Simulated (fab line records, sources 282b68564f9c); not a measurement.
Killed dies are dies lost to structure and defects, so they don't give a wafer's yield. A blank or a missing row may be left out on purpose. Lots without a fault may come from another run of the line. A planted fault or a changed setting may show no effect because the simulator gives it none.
fab line records | flow rit_cmos
record lots=6 wafers=18 last_day=7
route steps=202 shown PSD@150 SDANNEAL@153 NSD@158 PLDD@159 NLDD@160 SILICIDE@161 CONTACT@168 M1@184
lots that met no fault: from a run of the same line without faults
start_h: hours from the record's first day to the start of the lot's first wafer shown | wait_h: hours since the lot's step before | " the same as in the row above | L1.1+2: a row that stands for several wafers | - no value, or no start given | * or withheld: withheld | < > ~ a bound
route shown NAME@n: a module of which the file shows steps, and the number in the route of the first | usual: mean/standard deviation of fault-free wafers | same: alike in all rows | chamber/n: place in a boat | sites: the reading at each site | _std_site: their standard deviation | _edge_site: outer sites' mean less inner sites' | radius_mm: how far each site lies from the wafer's centre | mask NAME#n: copy n | behind: the tool/chamber that last shaped the wafer | hold: why the lot was held/for how many hours/how that ended | device: the transistor (n, p or np) that didn't switch | end of line: the same wafers' tests at the end of the route | a step without rows: its recipe alone | killed: dies lost to structure and defects at the first sort, not the wafer's yield | map: a wafer's dies, x killed, . not, _ none there
set.NAME: the setting as run; set.NAME@STEP: as run at that earlier step | model.NAME: the simulator's own value behind a step, which no gauge read
lots at some steps of the route; a table a step, a row a wafer
services: from which hour (start_h, from the record's first day; less than 0 if before it) a tool's chamber was out of use, for how many hours, and why
## steps
# step RIT_PSD_IMPLANT_08
# recipe species=BF2 energy_kev=27 dose_cm2=5e+15 tilt_deg=7
# step RIT_PSD_STRIP_09
# recipe chemistry=O2 time_s=180 resist=NOVOLAK platen_temp_c=withheld power_w=500 pressure_mtorr=4000 o2_flow_sccm=4000
# usual drypump_motor_current_A=5.9/0.39
# columns lot.wafer tool chamber start_h wait_h drypump_motor_current_A rf_hours_counter_h
L497.2 plasma_asher-03 0 83.39 0.1 5.4 43
L497.3 " 0 " " 5.4 -
L497.5 " 0 " " 5.4 -
L500.4 plasma_asher-02 0 100.35 0.1 6.2 -
L500.5 " 1 " " 5.5 -
L500.6 " 0 " " 6.2 -
L505.3 plasma_asher-03 0 132.96 0.1 5.5 -
L505.4 " 1 " " 6.4 -
L505.6 " 0 " " 5.5 -
L507.1 plasma_asher-02 0 137.31 0.1 6.2 49
L507.2 " 1 " " 5.5 49
L507.5 " 0 " " 6.2 -
L511.2 plasma_asher-02 1 164.58 0.1 5.5 52
L511.3 " 1 " " 5.5 -
L511.6 " 1 " " 5.5 -
L512.2 plasma_asher-02 0 166.84 0.1 6.2 52
L512.3 " 0 " " 6.2 -
L512.5 " 0 " " 6.2 -
# step RIT_PSD_TW_MEAS_10
# usual PSD_TW=3428/16
# columns lot.wafer tool chamber start_h wait_h PSD_TW
L497.2 film_metro-04 - 83.57 0.1 3448
L497.3 " - " " 3452
L497.5 " - " " 3435
L500.4 film_metro-04 - 100.50 0.1 3429
L500.5 " - " " 3423
L500.6 " - " " 3438
L505.3 film_metro-02 - 133.09 0.1 3413
L505.4 " - " " 3414
L505.6 " - " " 3409
L507.1 film_metro-04 - 137.49 0.1 3428
L507.2 " - " " 3429
L507.5 " - " " 3461
L511.2 film_metro-01 - 164.77 0.1 3406
L511.3 " - " " 3404
L511.6 " - " " 3434
L512.2 film_metro-01 - 167.03 0.1 3426
L512.3 " - " " 3419
L512.5 " - " " 3424
# step RIT_SDANNEAL_CLEAN_00
# recipe chemistry=SC1 mix=3:3:50 time_s=600 temp_c=75
# step RIT_SDANNEAL_CLEAN_01
# recipe chemistry=dHF dilution=50:1 time_s=30
# step RIT_SDANNEAL_CLEAN_02
# recipe chemistry=SC2 mix=3:3:50 time_s=600 temp_c=75 dry=n2_spin
# step RIT_SDANNEAL_RTA_03
# recipe temp_c=1050 time_s=5 idle_temp_c=600 ramp_up_c_per_s=342 ramp_down_c_per_s=171 cool_to_c=600 ambient=N2
# usual wafer_temp_C_max=1053.5/1.1
# columns lot.wafer tool chamber start_h wait_h wafer_temp_C_max
L497.2 rtp_anneal-01 0 84.02 0.0 1053.0
L497.3 " 0 " " 1054.5
L497.5 " 0 " " 1056.0
L500.4 rtp_anneal-01 0 100.92 0.0 1055.5
L500.5 " 0 " " 1053.7
L500.6 " 0 " " 1054.9
L505.3 rtp_anneal-02 0 133.52 0.0 1052.8
L505.4 " 0 " " 1053.5
L505.6 " 0 " " 1054.9
L507.1 rtp_anneal-02 0 137.91 0.0 1053.2
L507.2 " 0 " " 1053.7
L507.5 " 0 " " 1052.0
L511.2 rtp_anneal-02 0 165.20 0.0 1055.0
L511.3 " 0 " " 1052.7
L511.6 " 0 " " 1051.4
L512.2 rtp_anneal-01 0 167.47 0.0 1053.6
L512.3 " 0 " " 1052.9
L512.5 " 0 " " 1054.9
# step RIT_SDANNEAL_RS_MEAS_04
# recipe thk_meas_gauge=four-point-probe
# usual PSD_RS=115.84/0.24
# columns lot.wafer tool chamber start_h wait_h PSD_RS[ohm/sq]
L497.2 film_metro-04 - 84.09 0.1 115.85
L497.3 " - " " 115.80
L497.5 " - " " 115.66
L500.4 film_metro-01 - 101.01 0.1 115.92
L500.5 " - " " 116.50
L500.6 " - " " 116.10
L505.3 film_metro-01 - 133.60 0.1 115.51
L505.4 " - " " 115.74
L505.6 " - " " 115.69
L507.1 film_metro-04 - 137.97 0.0 115.71
L507.2 " - " " 115.97
L507.5 " - " " 115.93
L511.2 film_metro-01 - 165.27 0.1 115.76
L511.3 " - " " 115.97
L511.6 " - " " 116.12
L512.2 film_metro-04 - 167.54 0.1 115.85
L512.3 " - " " 115.81
L512.5 " - " " 115.79
# step RIT_SDANNEAL_RS_MEAS_05
# recipe thk_meas_gauge=four-point-probe
# usual NSD_RS=84.55/0.28
# columns lot.wafer tool chamber start_h wait_h NSD_RS[ohm/sq]
L497.2 film_metro-04 - 84.21 0.1 84.65
L497.3 " - " " 84.22
L497.5 " - " " 84.67
L500.4 film_metro-01 - 101.13 0.1 84.93
L500.5 " - " " 84.31
L500.6 " - " " 85.05
L505.3 film_metro-01 - 133.72 0.1 84.84
L505.4 " - " " 84.44
L505.6 " - " " 84.70
L507.1 film_metro-04 - 138.09 0.1 84.67
L507.2 " - " " 84.79
L507.5 " - " " 84.76
L511.2 film_metro-01 - 165.39 0.1 84.21
L511.3 " - " " 83.87
L511.6 " - " " 84.19
L512.2 film_metro-04 - 167.66 0.1 84.31
L512.3 " - " " 84.48
L512.5 " - " " 84.64
# step RIT_SDANNEAL_RS_MEAS_06
# recipe thk_meas_gauge=four-point-probe
# usual PLDD_RS=178.7/0.45
# columns lot.wafer tool chamber start_h wait_h PLDD_RS[ohm/sq]
L497.2 film_metro-04 - 84.33 0.1 178.6
L497.3 " - " " 178.4
L497.5 " - " " 178.2
L500.4 film_metro-01 - 101.25 0.1 179.1
L500.5 " - " " 178.4
L500.6 " - " " 179.0
L505.3 film_metro-01 - 133.84 0.1 178.7
L505.4 " - " " 178.5
L505.6 " - " " 178.6
L507.1 film_metro-04 - 138.21 0.1 178.6
L507.2 " - " " 179.0
L507.5 " - " " 178.8
L511.2 film_metro-01 - 165.51 0.1 178.5
L511.3 " - " " 178.6
L511.6 " - " " 178.4
L512.2 film_metro-04 - 167.78 0.1 178.9
L512.3 " - " " 179.1
L512.5 " - " " 179.3
# step RIT_SDANNEAL_RS_MEAS_07
# recipe thk_meas_gauge=four-point-probe
# usual NLDD_RS=151.6/0.49
# columns lot.wafer tool chamber start_h wait_h NLDD_RS[ohm/sq]
L497.2 film_metro-04 - 84.45 0.1 152.0
L497.3 " - " " 151.7
L497.5 " - " " 152.0
L500.4 film_metro-01 - 101.37 0.1 151.1
L500.5 " - " " 151.3
L500.6 " - " " 151.7
L505.3 film_metro-01 - 133.96 0.1 152.0
L505.4 " - " " 151.7
L505.6 " - " " 151.6
L507.1 film_metro-04 - 138.33 0.1 151.4
L507.2 " - " " 151.9
L507.5 " - " " 151.5
L511.2 film_metro-01 - 165.63 0.1 151.1
L511.3 " - " " 150.7
L511.6 " - " " 150.7
L512.2 film_metro-04 - 167.90 0.1 151.3
L512.3 " - " " 151.1
L512.5 " - " " 151.1
# step RIT_SILICIDE_WET_ETCH_00
# recipe chemistry=BOE target=SiO2 target_depth_nm=14 time_s=15 dry=n2_spin dilution=10:1 temp_c=21.5
# step RIT_SILICIDE_SPUTTER_01
# recipe material=Ti target_thk_nm=30 power_w=350 chamber_pressure_pa=0.667 gas=Ar time_s=240 substrate_temp_c=25
# usual throttle_valve_pct=30.5/1.3
# columns lot.wafer tool chamber start_h wait_h throttle_valve_pct
L497.2 pvd_sputter-03 - 84.56 0.0 28.4
L497.3 " - " " 30.5
L497.5 " - " " 31.5
L500.4 pvd_sputter-02 - 101.44 0.0 30.8
L500.5 " - " " 32.1
L500.6 " - " " 29.9
L505.3 pvd_sputter-03 - 134.05 0.0 30.7
L505.4 " - " " 28.4
L505.6 " - " " 28.2
L507.1 pvd_sputter-03 - 138.46 0.0 28.4
L507.2 " - " " 31.9
L507.5 " - " " 30.8
L511.2 pvd_sputter-04 - 165.74 0.0 30.0
L511.3 " - " " 30.0
L511.6 " - " " 28.8
L512.2 pvd_sputter-02 - 168.01 0.0 29.7
L512.3 " - " " 31.9
L512.5 " - " " 31.9
# step RIT_SILICIDE_RS_MEAS_02
# recipe thk_meas_gauge=four-point-probe reads=Ti_of_SILICIDE_SPUTTER_01
# usual SILICIDE_TI_RS=47.7/0.56
# columns lot.wafer tool chamber start_h wait_h SILICIDE_TI_RS[ohm/sq]
L497.2 film_metro-01 - 84.73 0.1 47.7
L497.3 " - " " 47.9
L497.5 " - " " 47.8
L500.4 film_metro-02 - 101.65 0.1 47.9
L500.5 " - " " 48.2
L500.6 " - " " 47.9
L505.3 film_metro-03 - 134.24 0.1 47.3
L505.4 " - " " 47.2
L505.6 " - " " 47.3
L507.1 film_metro-03 - 138.61 0.1 47.7
L507.2 " - " " 47.8
L507.5 " - " " 47.7
L511.2 film_metro-03 - 165.91 0.1 46.8
L511.3 " - " " 46.6
L511.6 " - " " 46.4
L512.2 film_metro-01 - 168.18 0.1 47.4
L512.3 " - " " 47.4
L512.5 " - " " 48.2
# step RIT_SILICIDE_THK_MEAS_03
# recipe thk_meas_gauge=xrf reads=Ti_of_SILICIDE_SPUTTER_01
# usual SILICIDE_TI_THK=29.5/0.31
# columns lot.wafer tool chamber start_h wait_h SILICIDE_TI_THK[nm]
L497.2 film_metro-01 - 84.84 0.1 29.6
L497.3 " - " " 29.4
L497.5 " - " " 29.4
L500.4 film_metro-02 - 101.74 0.1 29.6
L500.5 " - " " 29.5
L500.6 " - " " 29.6
L505.3 film_metro-03 - 134.34 0.1 29.4
L505.4 " - " " 29.6
L505.6 " - " " 29.4
L507.1 film_metro-03 - 138.73 0.1 29.4
L507.2 " - " " 29.1
L507.5 " - " " 29.1
L511.2 film_metro-03 - 166.02 0.1 30.0
L511.3 " - " " 30.0
L511.6 " - " " 30.1
L512.2 film_metro-01 - 168.29 0.1 29.6
L512.3 " - " " 29.7
L512.5 " - " " 29.2
# step RIT_SILICIDE_RTA_04
# recipe temp_c=650 time_s=10 idle_temp_c=25 ramp_up_s=5 ramp_down_s=5 cool_to_c=25 ambient=N2
# step RIT_SILICIDE_WET_ETCH_05
# recipe chemistry=SPM target=Ti temp_c=90 time_s=120 dry=n2_spin
# step RIT_SILICIDE_RTA_06
# recipe temp_c=750 time_s=10 idle_temp_c=25 ramp_up_s=5 ramp_down_s=10 cool_to_c=25 ambient=N2
# usual wafer_temp_C_max=755.1/0.92
# columns lot.wafer tool chamber start_h wait_h wafer_temp_C_max
L497.2 rtp_anneal-01 0 85.01 0.0 753.8
L497.3 " 0 " " 754.4
L497.5 " 0 " " 755.4
L500.4 rtp_anneal-01 0 101.91 0.0 755.3
L500.5 " 0 " " 756.0
L500.6 " 0 " " 756.7
L505.3 rtp_anneal-01 0 134.51 0.0 755.8
L505.4 " 0 " " 754.8
L505.6 " 0 " " 754.4
L507.1 rtp_anneal-02 0 138.90 0.0 753.8
L507.2 " 0 " " 754.4
L507.5 " 0 " " 754.8
L511.2 rtp_anneal-02 0 166.19 0.0 754.9
L511.3 " 0 " " 754.5
L511.6 " 0 " " 755.1
L512.2 rtp_anneal-01 0 168.46 0.0 754.9
L512.3 " 0 " " 754.2
L512.5 " 0 " " 756.5
# step RIT_CONTACT_CVD_00
# recipe material=SiO2 target_thk_nm=400 precursor=TEOS temp_c=390 time_s=61 rf_w=400
# usual heater_power_w=331/44
# columns lot.wafer tool chamber start_h wait_h heater_power_w
L497.2 pecvd-02 1 85.06 0.0 328
L497.3 " 2 " " 373
L497.5 " 1 " " 338
L500.4 pecvd-02 2 101.97 0.0 397
L500.5 " 0 " " 306
L500.6 " 1 " " 317
L505.3 pecvd-03 1 134.55 0.0 367
L505.4 " 1 " " 392
L505.6 " 2 " " 336
L507.1 pecvd-04 1 138.97 0.1 362
L507.2 " 2 " " 312
L507.5 " 1 " " 374
L511.2 pecvd-03 1 166.24 0.0 372
L511.3 " 0 " " 354
L511.6 " 0 " " 353
L512.2 pecvd-02 0 168.52 0.0 262
L512.3 " 1 " " 266
L512.5 " 0 " " 272
# step RIT_CONTACT_THK_MEAS_01
# recipe reads=SiO2_of_CONTACT_CVD_00
# usual CONTACT_TEOS_THK=399/4.9
# columns lot.wafer tool chamber start_h wait_h CONTACT_TEOS_THK[nm]
L497.2 film_metro-03 - 85.13 0.0 394
L497.3 " - " " 399
L497.5 " - " " 406
L500.4 film_metro-04 - 102.03 0.0 408
L500.5 " - " " 407
L500.6 " - " " 401
L505.3 film_metro-01 - 134.63 0.0 394
L505.4 " - " " 398
L505.6 " - " " 396
L507.1 film_metro-04 - 139.04 0.1 400
L507.2 " - " " 395
L507.5 " - " " 406
L511.2 film_metro-04 - 166.31 0.0 389
L511.3 " - " " 396
L511.6 " - " " 395
L512.2 film_metro-03 - 168.58 0.0 401
L512.3 " - " " 397
L512.5 " - " " 407
# step RIT_CONTACT_HMDS_02
# recipe prime_time_s=60 prime_temp_c=140
# step RIT_CONTACT_COAT_03
# recipe resist=NOVOLAK spin_rpm=3250 resist_thk_nm=1000
# step RIT_CONTACT_SOFTBAKE_04
# recipe resist=NOVOLAK temp_c=90 time_s=60
# step RIT_CONTACT_EXPOSE_05
# recipe mask_id=M11 na=0.6 source_shape=conventional sigma_outer=0.5 target_cd_nm=1000 dose_mj=250
# step RIT_CONTACT_PEB_06
# recipe resist=NOVOLAK temp_c=withheld time_s=withheld
# step RIT_CONTACT_DEVELOP_07
# recipe resist=NOVOLAK develop_time_s=120 dev_temp_c=23
# step RIT_CONTACT_CD_MEAS_08
# recipe target_cd_nm=1000
# usual cd_nm=999.9/1.7
# columns lot.wafer tool chamber start_h wait_h cd_nm
L497.2 cd_sem-01 - 86.29 - 998.2
L497.3 " - " " 999.8
L497.5 " - " " 997.7
L500.4 cd_sem-02 - 103.13 - 999.1
L500.5 " - " " 998.3
L500.6 " - " " 998.9
L505.3 cd_sem-01 - 135.77 - 998.5
L505.4 " - " " 1001.2
L505.6 " - " " 1001.8
L507.1 cd_sem-02 - 140.20 - 997.7
L507.2 " - " " 998.7
L507.5 " - " " 995.2
L511.2 cd_sem-02 - 167.47 - 999.8
L511.3 " - " " 1000.4
L511.6 " - " " 999.5
L512.2 cd_sem-01 - 170.03 - 999.9
L512.3 " - " " 998.4
L512.5 " - " " 998.5
# step RIT_CONTACT_OVL_MEAS_09
# usual CONTACT_OVL=0.1/1.4
# columns lot.wafer tool chamber start_h wait_h CONTACT_OVL[nm]
L497.2 overlay-01 - 86.39 0.1 0.2
L497.3 " - " " 0.6
L497.5 " - " " -1.0
L500.4 overlay-02 - 103.20 0.1 0.1
L500.5 " - " " 0.7
L500.6 " - " " -0.7
L505.3 overlay-01 - 135.86 0.1 -1.1
L505.4 " - " " -0.7
L505.6 " - " " 0.3
L507.1 overlay-01 - 140.32 0.1 -1.6
L507.2 " - " " 0.0
L507.5 " - " " -0.1
L511.2 overlay-01 - 167.57 0.1 2.8
L511.3 " - " " 2.7
L511.6 " - " " 2.0
L512.2 overlay-01 - 170.14 0.1 1.4
L512.3 " - " " 1.2
L512.5 " - " " -2.9
# step RIT_CONTACT_HARDBAKE_10
# recipe resist=NOVOLAK temp_c=140 time_s=60
# step RIT_CONTACT_ETCH_11
# recipe target_depth_a=4800 over_etch_frac=0.2 stop_on=TiSi2 chemistry=CHF3/CF4/Ar target=SiO2 CHF3_flow_sccm=50 cf4_flow_sccm=10 Ar_flow_sccm=100 O2_flow_sccm=5 pressure_mtorr=100 rf_w=200 time_s=320
# usual drypump_motor_current_A=5.5/0.35 oes_product_au=0.990/0.013 throttle_valve_pct=8.85/0.086
# same over_etch_frac=0.2
# columns lot.wafer tool chamber start_h wait_h drypump_motor_current_A oes_product_au rf_hours_counter_h throttle_valve_pct
L497.2 rie_diel-01 1 86.57 0.1 5.2 0.986 24 8.81
L497.3 " 3 " " 5.5 1.005 12 8.90
L497.5 " 0 " " 5.4 1.011 - 8.77
L500.4 rie_diel-04 3 103.47 0.1 5.9 0.984 141 8.90
L500.5 " 1 " " 5.7 1.006 - 8.81
L500.6 " 2 " " 5.2 0.987 - 8.90
L505.3 rie_diel-01 1 136.03 0.1 5.2 0.988 25 8.80
L505.4 " 2 " " 5.6 0.992 1 8.95
L505.6 " 2 " " 5.6 0.995 - 8.95
L507.1 rie_diel-01 2 140.50 0.1 5.5 0.991 1 8.93
L507.2 " 0 " " 5.4 0.998 127 8.76
L507.5 " 2 " " 5.6 1.002 - 8.94
L511.2 rie_diel-01 0 167.75 0.1 5.4 0.996 128 8.75
L511.3 " 1 " " 5.2 0.992 26 8.79
L511.6 " 2 " " 5.6 0.993 - 8.95
L512.2 rie_diel-03 0 170.38 0.1 4.8 0.967 116 8.80
L512.3 " 3 " " 5.5 0.990 1 8.98
L512.5 " 0 " " 4.8 0.964 - 8.80
# step RIT_CONTACT_STRIP_12
# recipe chemistry=O2 time_s=180 resist=NOVOLAK platen_temp_c=withheld power_w=500 pressure_mtorr=4000 o2_flow_sccm=4000
# step RIT_CONTACT_CD_MEAS_90
# recipe target_cd_nm=1000
# usual cd_nm=999.8/1.7
# columns lot.wafer tool chamber start_h wait_h cd_nm
L497.2 cd_sem-01 - 86.96 0.1 998.4
L497.3 " - " " 999.8
L497.5 " - " " 997.1
L500.4 cd_sem-02 - 103.90 0.1 999.1
L500.5 " - " " 998.2
L500.6 " - " " 998.8
L505.3 cd_sem-01 - 136.44 0.1 999.0
L505.4 " - " " 1001.3
L505.6 " - " " 1001.7
L507.1 cd_sem-02 - 140.87 0.1 997.2
L507.2 " - " " 998.2
L507.5 " - " " 994.8
L511.2 cd_sem-01 - 168.14 0.1 999.2
L511.3 " - " " 1000.4
L511.6 " - " " 999.7
L512.2 cd_sem-01 - 170.77 0.1 1000.0
L512.3 " - " " 998.3
L512.5 " - " " 999.0
# step RIT_CONTACT_CLEAN_13
# recipe chemistry=SC1 mix=3:3:50 time_s=600 temp_c=75
# step RIT_CONTACT_CLEAN_14
# recipe chemistry=SC2 mix=3:3:50 time_s=600 temp_c=75 dry=n2_spin
# step RIT_M1_SPUTTER_00
# recipe material=Al target_thk_nm=400 power_w=2000 chamber_pressure_pa=0.4 gas=Ar time_s=500 substrate_temp_c=25
# step RIT_M1_RS_MEAS_01
# recipe thk_meas_gauge=four-point-probe reads=Al_of_M1_SPUTTER_00
# usual M1_AL_RS=0.0731/0.00068
# columns lot.wafer tool chamber start_h wait_h M1_AL_RS[ohm/sq]
L497.2 film_metro-01 - 87.78 0.2 0.0727
L497.3 " - " " 0.0730
L497.5 " - " " 0.0728
L500.4 film_metro-02 - 104.66 0.2 0.0722
L500.5 " - " " 0.0720
L500.6 " - " " 0.0716
L505.3 film_metro-01 - 137.21 0.2 0.0728
L505.4 " - " " 0.0728
L505.6 " - " " 0.0731
L507.1 film_metro-02 - 141.64 0.1 0.0730
L507.2 " - " " 0.0730
L507.5 " - " " 0.0730
L511.2 film_metro-04 - 168.91 0.2 0.0735
L511.3 " - " " 0.0736
L511.6 " - " " 0.0739
L512.2 film_metro-04 - 171.55 0.2 0.0735
L512.3 " - " " 0.0734
L512.5 " - " " 0.0729
# step RIT_M1_THK_MEAS_02
# recipe thk_meas_gauge=xrf reads=Al_of_M1_SPUTTER_00
# usual M1_AL_THK=410/4.5
# columns lot.wafer tool chamber start_h wait_h M1_AL_THK[nm]
L497.2 film_metro-01 - 87.89 0.1 410
L497.3 " - " " 413
L497.5 " - " " 410
L500.4 film_metro-02 - 104.75 0.1 420
L500.5 " - " " 419
L500.6 " - " " 423
L505.3 film_metro-01 - 137.31 0.1 413
L505.4 " - " " 413
L505.6 " - " " 411
L507.1 film_metro-02 - 141.76 0.1 413
L507.2 " - " " 409
L507.5 " - " " 406
L511.2 film_metro-04 - 169.02 0.1 408
L511.3 " - " " 406
L511.6 " - " " 404
L512.2 film_metro-04 - 171.66 0.1 408
L512.3 " - " " 410
L512.5 " - " " 411
# step RIT_M1_HMDS_03
# recipe prime_time_s=60 prime_temp_c=140
# step RIT_M1_COAT_04
# recipe resist=NOVOLAK spin_rpm=2000 resist_thk_nm=1300
# step RIT_M1_SOFTBAKE_05
# recipe resist=NOVOLAK temp_c=90 time_s=60
# step RIT_M1_EXPOSE_06
# recipe mask_id=M12 na=0.6 source_shape=conventional sigma_outer=0.5 target_cd_nm=2600 dose_mj=250
# step RIT_M1_PEB_07
# recipe resist=NOVOLAK temp_c=withheld time_s=withheld
# step RIT_M1_PROBE_99
# usual killed_at_M0_to_M3=0.0/0.14 killed_at_front_end=6.6/2.7 killed_dies=6.7/2.7 killed_on_rim=1.6/1.1 killed_open=3.3/1.9 killed_short=3.4/1.9
# same gross_dies=264 killed_at_M4_up=0 killed_at_back_side=0 killed_at_contacts=0 killed_at_other=0
# columns lot.wafer tool chamber start_h wait_h hold killed_at_M0_to_M3 killed_at_front_end killed_dies killed_on_rim killed_open killed_short
L497.2 prober-02 - 92.57 0.1 - 0 6 6 1 4 2
L497.3 prober-02 - 92.62 0.2 - 0 5 5 2 2 3
L497.5 prober-02 - 92.72 0.2 - 0 12 12 3 9 3
L500.4 prober-01 - 110.99 0.2 - 0 7 7 4 3 4
L500.5 prober-01 - 111.04 0.2 - 0 11 11 1 6 5
L500.6 prober-01 - 111.09 0.2 - 0 8 8 1 3 5
L505.3 prober-02 - 144.20 0.2 await_dispo/2.3h/release 0 11 11 2 5 6
L505.4 prober-02 - 144.25 0.2 await_dispo/2.3h/release 0 20 20 11 8 4
L505.6 prober-02 - 144.35 0.2 await_dispo/2.3h/release 0 16 16 8 4 4
L507.1 prober-01 - 148.20 0.1 await_dispo/4.0h/release 0 13 13 9 2 3
L507.2 prober-01 - 148.25 0.1 await_dispo/4.0h/release 0 8 8 2 1 7
L507.5 prober-01 - 148.40 0.2 await_dispo/4.0h/release 0 7 7 3 3 4
L511.2 prober-01 - 173.57 0.1 - 0 8 8 2 1 7
L511.3 prober-01 - 173.62 0.2 - 1 8 9 2 4 5
L511.6 prober-01 - 173.77 0.2 - 0 5 5 2 3 2
L512.2 prober-02 - 175.34 0.1 - 0 6 6 1 4 2
L512.3 prober-02 - 175.39 0.2 - 0 7 7 2 4 3
L512.5 prober-02 - 175.49 0.2 - 0 5 5 2 1 4
# killed by level:class
L497.2 SILICIDE:geometric_particle:open=2 FOX1:geometric_particle:short=1 GATE:geometric_particle:open=1 GATE:geometric_particle:short=1 REOX:geometric_particle:open=1
L497.3 SPACER:geometric_particle:short=2 FOX1:geometric_particle:short=1 FOX2:geometric_particle:open=1 SPACER:geometric_particle:open=1
L497.5 GATE:geometric_particle:open=4 REOX:geometric_particle:open=2 SPACER:geometric_particle:open=2 FOX1:geometric_particle:open=1 FOX1:geometric_particle:short=1 SILICIDE:geometric_particle:short=1 GATE:geometric_particle:short=1
L500.4 GATE:geometric_particle:open=2 GATE:geometric_particle:short=2 FOX1:geometric_particle:short=1 FOX2:geometric_particle:short=1 SILICIDE:geometric_particle:open=1
L500.5 GATE:geometric_particle:short=4 GATE:geometric_particle:open=2 FOX2:geometric_particle:open=1 REOX:geometric_particle:open=1 SPACER:geometric_particle:open=1 SILICIDE:geometric_particle:open=1 SILICIDE:geometric_particle:short=1
L500.6 GATE:geometric_particle:short=2 SPACER:geometric_particle:open=2 FOX1:geometric_particle:short=1 FOX2:geometric_particle:short=1 REOX:geometric_particle:open=1 SPACER:geometric_particle:short=1
L505.3 GATE:geometric_particle:open=4 FOX1:geometric_particle:short=1 FOX2:geometric_particle:short=1 GATE:geometric_particle:short=1 REOX:geometric_particle:open=1 REOX:geometric_particle:short=1 SPACER:geometric_particle:short=1 SILICIDE:geometric_particle:short=1
L505.4 SILICIDE:unspecified=8 SPACER:geometric_particle:open=4 FOX1:geometric_particle:open=2 GATE:geometric_particle:short=2 FOX1:geometric_particle:short=1 GATE:geometric_particle:open=1 REOX:geometric_particle:open=1 SPACER:geometric_particle:short=1
L505.6 SILICIDE:unspecified=8 GATE:geometric_particle:short=3 GATE:geometric_particle:open=2 FOX1:geometric_particle:open=1 REOX:geometric_particle:short=1 REOX:geometric_particle:open=1
L507.1 SILICIDE:unspecified=8 GATE:geometric_particle:short=2 FOX1:geometric_particle:open=1 GATE:geometric_particle:open=1 REOX:geometric_particle:short=1
L507.2 FOX1:geometric_particle:short=2 REOX:geometric_particle:short=2 FOX2:geometric_particle:short=1 GATE:geometric_particle:open=1 SPACER:geometric_particle:short=1 SILICIDE:geometric_particle:short=1
L507.5 FOX1:geometric_particle:open=2 GATE:geometric_particle:short=2 FOX1:geometric_particle:short=1 FOX2:geometric_particle:short=1 FOX2:geometric_particle:open=1
L511.2 GATE:geometric_particle:short=3 REOX:geometric_particle:short=3 FOX1:geometric_particle:open=1 FOX2:geometric_particle:short=1
L511.3 GATE:geometric_particle:short=2 FOX1:geometric_particle:short=1 FOX2:geometric_particle:open=1 GATE:geometric_particle:open=1 REOX:geometric_particle:open=1 REOX:geometric_particle:short=1 SPACER:geometric_particle:short=1 M1:geometric_particle:open=1
L511.6 FOX2:geometric_particle:open=3 FOX2:geometric_particle:short=1 REOX:geometric_particle:short=1
L512.2 FOX1:geometric_particle:open=2 FOX1:geometric_particle:short=1 GATE:geometric_particle:open=1 GATE:geometric_particle:short=1 SPACER:geometric_particle:open=1
L512.3 FOX2:geometric_particle:open=2 SPACER:geometric_particle:open=2 ACTIVE:geometric_particle:short=1 GATE:geometric_particle:short=1 SILICIDE:geometric_particle:short=1
L512.5 FOX1:geometric_particle:short=1 GATE:geometric_particle:short=1 SILICIDE:geometric_particle:short=1 SPACER:geometric_particle:short=1 SILICIDE:geometric_particle:open=1
# map L505.4 (x killed, . not)
________......._______
_____x.x........x.____
____xx.x.......x...___
___xx...............__
__xxx....x..........._
__........x.........._
_.....................
_...........x.........
_......x..............
_.....................
__........x.........._
__..................._
___.................__
____x...x..........___
_____............x____
________......._______
# map L507.1 (x killed, . not)
________......._______
_____x.x..........____
____xx.x...........___
___xx............x..__
__xx................._
__.x................._
_.....................
_.....................
_............x........
_.x...................
__..................._
__..................._
___.................__
____...............___
_____.............____
________......._______
## services
# columns tool chamber start_h hours kind
pecvd-03 - 61.37 2.8 pm
rie_diel-03 1 75.40 - clean
rie_diel-03 1 75.40 16.6 scheduled_down
rie_diel-01 2 80.22 - clean
rie_diel-01 2 80.22 23.5 scheduled_down
rie_diel-01 2 80.22 23.5 vent_cycle
rtp_anneal-02 - 83.96 29.6 pm
pecvd-04 - 101.98 2.8 pm
pecvd-04 - 106.59 2.2 repair
plasma_asher-03 - 108.75 9.0 pm
plasma_asher-03 0 108.75 9.0 vent_cycle
plasma_asher-03 1 108.75 9.0 vent_cycle
rie_diel-03 - 111.51 1.0 repair
plasma_asher-03 0 117.75 - clean
plasma_asher-03 1 117.75 - clean
pecvd-04 0 127.04 37.9 repair
rie_diel-04 3 127.92 6.3 repair
rie_diel-01 2 132.48 1.5 repair
rie_diel-04 0 133.90 50.4 repair
rie_diel-01 3 136.69 4.3 repair
plasma_asher-03 - 142.18 0.6 repair
pvd_sputter-03 - 147.15 1.3 repair
pvd_sputter-02 - 154.27 9.9 repair
pvd_sputter-02 - 163.88 2.5 repair
## key
first_sign step=RIT_M1_PROBE_99 reading=killed_at_front_end direction=up sigmas=3.5 usual=6.6 struck=16.3
effect step=RIT_M1_PROBE_99 reading=killed_dies direction=up sigmas=3.5 usual=6.7 struck=16.3
met_at RIT_SILICIDE_SPUTTER_01
struck_wafers L505.4,L505.6,L507.1
tester_left_out L505,L507
onset_between 84.56 134.05
fault kind=chamber_particle_source tool=pvd_sputter-03 chamber=- onset_h=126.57 steps=RIT_SILICIDE_SPUTTER_01 rate_per_visit_cm2=2.1556 end_h=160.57 scope=struck_wafers_only
# tester_left_out: of these lots the tester's yield and bins aren't shown, on N5 and GAA mostly nor the transistor test; their killed dies are dies lost to structure and defects alone, not to doping, threshold or leakage, so they don't give the yield
